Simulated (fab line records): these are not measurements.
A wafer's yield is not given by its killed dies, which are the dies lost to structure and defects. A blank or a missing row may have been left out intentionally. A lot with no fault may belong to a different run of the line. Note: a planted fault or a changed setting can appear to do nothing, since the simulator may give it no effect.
Problem report in the 8D (eight disciplines) form, filled by code | flow rit_cmos | the parts of the form that need people (team, actions taken, sign-off) are left out

## 1. WHAT IS WRONG
At RIT_M1_PROBE_99, killed_at_front_end averages 32.0 over 3 wafers from 2 lots, while fault-free wafers read 7.1, standard deviation 3. That puts it +8.3 standard deviations away from the usual mean.
Seen first at day 6 14:34 on prober-02, wafer L345.2. The record holds 42 wafers of 14 lots with a number at this step. Rule for "out" (also "out of limits"): further than 4 standard deviations from the usual mean. All remaining wafers that have a number are taken as sound.

## 2. WHAT IT IS, AND WHAT IT ISN'T
question                    | is                                              | is not
which readings at this step | killed_at_front_end, killed_dies, killed_on_rim | killed_at_M0_to_M3, killed_at_contacts, killed_open, killed_short
which lots                  | L345, L346                                      | L330, L331, L332, L333, L334, L336, L337, L339, L343, L347, L348, L352
which wafers of those lots  | L345.2, L345.3, L346.5                          | L345.5, L346.2, L346.6
read on which tools         | prober-01, prober-02                            | -
when                        | from day 6 14:34                                | up to then (27 sound wafers); but 12 sound wafers of L345, L346, L347, L348, L352 came after

## 3. WHAT RULES OUT EACH SUSPECT
Counting: if a tool at a process step up to the reading ran every lot that is out, it stays a suspect. Sound lots after the first of them don't rule it out here, since some wafers of a struck lot are sound.
- plasma_asher-04 at RIT_PRETRO_STRIP_09 (strips in O2, time 180 s): kept. It ran every lot that is out, first L345 (day 5 11:19); its last sound lot up to then is L337 (day 3 18:22).
- Within plasma_asher-04 at RIT_PRETRO_STRIP_09, the wafers that are out were processed in chamber 0 and their sound lot-mates in chamber 1.
The count leaves plasma_asher-04 at RIT_PRETRO_STRIP_09.

## 4. THE CAUSE (what the simulator had put in)
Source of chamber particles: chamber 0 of plasma_asher-04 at RIT_PRETRO_STRIP_09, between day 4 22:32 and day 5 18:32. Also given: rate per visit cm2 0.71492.
The count eliminated every tool but this one.

## 5. THE EFFECT CHAIN, in route order
Each row: a reading whose mean over the struck wafers that have a number lies more than 3 standard deviations from the usual. Scope: only readings with a usual standard deviation given in the record; hours: median across lots of the time from each lot's start at the first step in this table that gives one to its start at this step; sigmas: change in usual standard deviations.
hours | step            | reading             | usual | on struck wafers | change | sigmas
0     | RIT_M1_PROBE_99 | killed_at_front_end | 7.1   | 32.0             | +24.9  | +8.3
0     | RIT_M1_PROBE_99 | killed_dies         | 7.3   | 32.0             | +24.7  | +8.2
0     | RIT_M1_PROBE_99 | killed_on_rim       | 1.9   | 10.7             | +8.8   | +6.7
The process steps in it:
- RIT_M1_PROBE_99

## 6. HOW IT WOULD HAVE BEEN CAUGHT EARLIER
The fault began at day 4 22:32; the first out-of-limits reading in this record came at day 6 14:34, 40 hours later.
Of the tool readings at RIT_PRETRO_STRIP_09 for which the record gives a usual standard deviation, none was out on any struck wafer, so an alarm limit of 4 standard deviations on them would not have fired.
By day 6 14:34, every lot that is out (2) had started RIT_PRETRO_STRIP_09 on plasma_asher-04. Holding the tool at that point would not have protected any of them.
